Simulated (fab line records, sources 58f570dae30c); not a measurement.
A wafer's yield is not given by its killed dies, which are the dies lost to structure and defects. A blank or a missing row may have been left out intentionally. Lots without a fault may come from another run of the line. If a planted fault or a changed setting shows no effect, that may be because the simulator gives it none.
Which of the tools did it?	flow berkeley-cmos170	Sampling: 6 lots, 18 wafers, 3 of 331 route steps

WHAT THE GAUGES SHOWED, per wafer
UCB170_V1_THK_MEAS_01.
lot	measured	on	V1_TEOS_THK (nm)
L317	day 7 06:07	film-metro-01	1993 1994 2032
L319	day 7 22:04	film-metro-03	1976 1955 1979
L321	day 8 08:12	film-metro-03	1982 2008 2014
L323	day 8 08:08	film-metro-04	2003 2020 2045
L333	day 11 11:43	film-metro-01	2014 2086 3499
L339	day 12 04:25	film-metro-04	1982 2016 2002

EACH LOT AND THE TOOL THAT RAN IT (in order: tool; ch and the chambers of the sampled wafers; start)
lot	UCB170_BACKSIDE_STRIP_03	UCB170_V1_CVD_00
L317	plasma-asher-03 ch 0,1, day 6 18:41	pecvd-01 ch 0,1,2, day 7 05:58
L319	plasma-asher-02 ch 0,1, day 7 06:49	pecvd-02 ch 0,1,2, day 7 21:54
L321	plasma-asher-04 ch 0,1, day 7 22:07	pecvd-03 ch 1,2, day 8 07:58
L323	plasma-asher-03 ch 0,1, day 7 22:36	pecvd-01 ch 0,2, day 8 07:58
L333	plasma-asher-02 ch 0,1, day 10 21:34	pecvd-02 ch 0,1,2, day 11 11:33
L339	plasma-asher-02 ch 0,1, day 11 15:11	pecvd-03 ch 0,1, day 12 04:15
- UCB170_BACKSIDE_STRIP_03: strips in O2.
- UCB170_V1_CVD_00: deposits SiO2 from TEOS/O2, target thk 2000 nm, time 250 s.

THE ANSWER, worked out from the rows above alone
Rule: the usual values come from the lots themselves. Put in order of their means at a reading, lots are off if they are a third of the lots or fewer, leave a main group of 4 or more, and stand apart from it by a gap of 3 or more times the standard deviation of the main group's means; of several such gaps the widest counts. A main group whose means are all the same, to the digits that the tables above print for the reading, isn't used. A lot without any number at a reading at which 4 lots or more have one is off too. Where the step has rows for the other lots, those lots are counted as sound.
Off: L333, seen at UCB170_V1_THK_MEAS_01 (V1_TEOS_THK). The main group has a mean of 2000 nm with a standard deviation of 17.
A tool fits if, at a process step before that reading, it ran every lot that is off, and no sound lot after the first of them. Those tools and the gauges at UCB170_V1_THK_MEAS_01 are tried in the same way. Undecided on this evidence; 2 tools fit (pecvd-02 at UCB170_V1_CVD_00, film-metro-01 at UCB170_V1_THK_MEAS_01).

WHAT THE SIMULATOR PUT IN
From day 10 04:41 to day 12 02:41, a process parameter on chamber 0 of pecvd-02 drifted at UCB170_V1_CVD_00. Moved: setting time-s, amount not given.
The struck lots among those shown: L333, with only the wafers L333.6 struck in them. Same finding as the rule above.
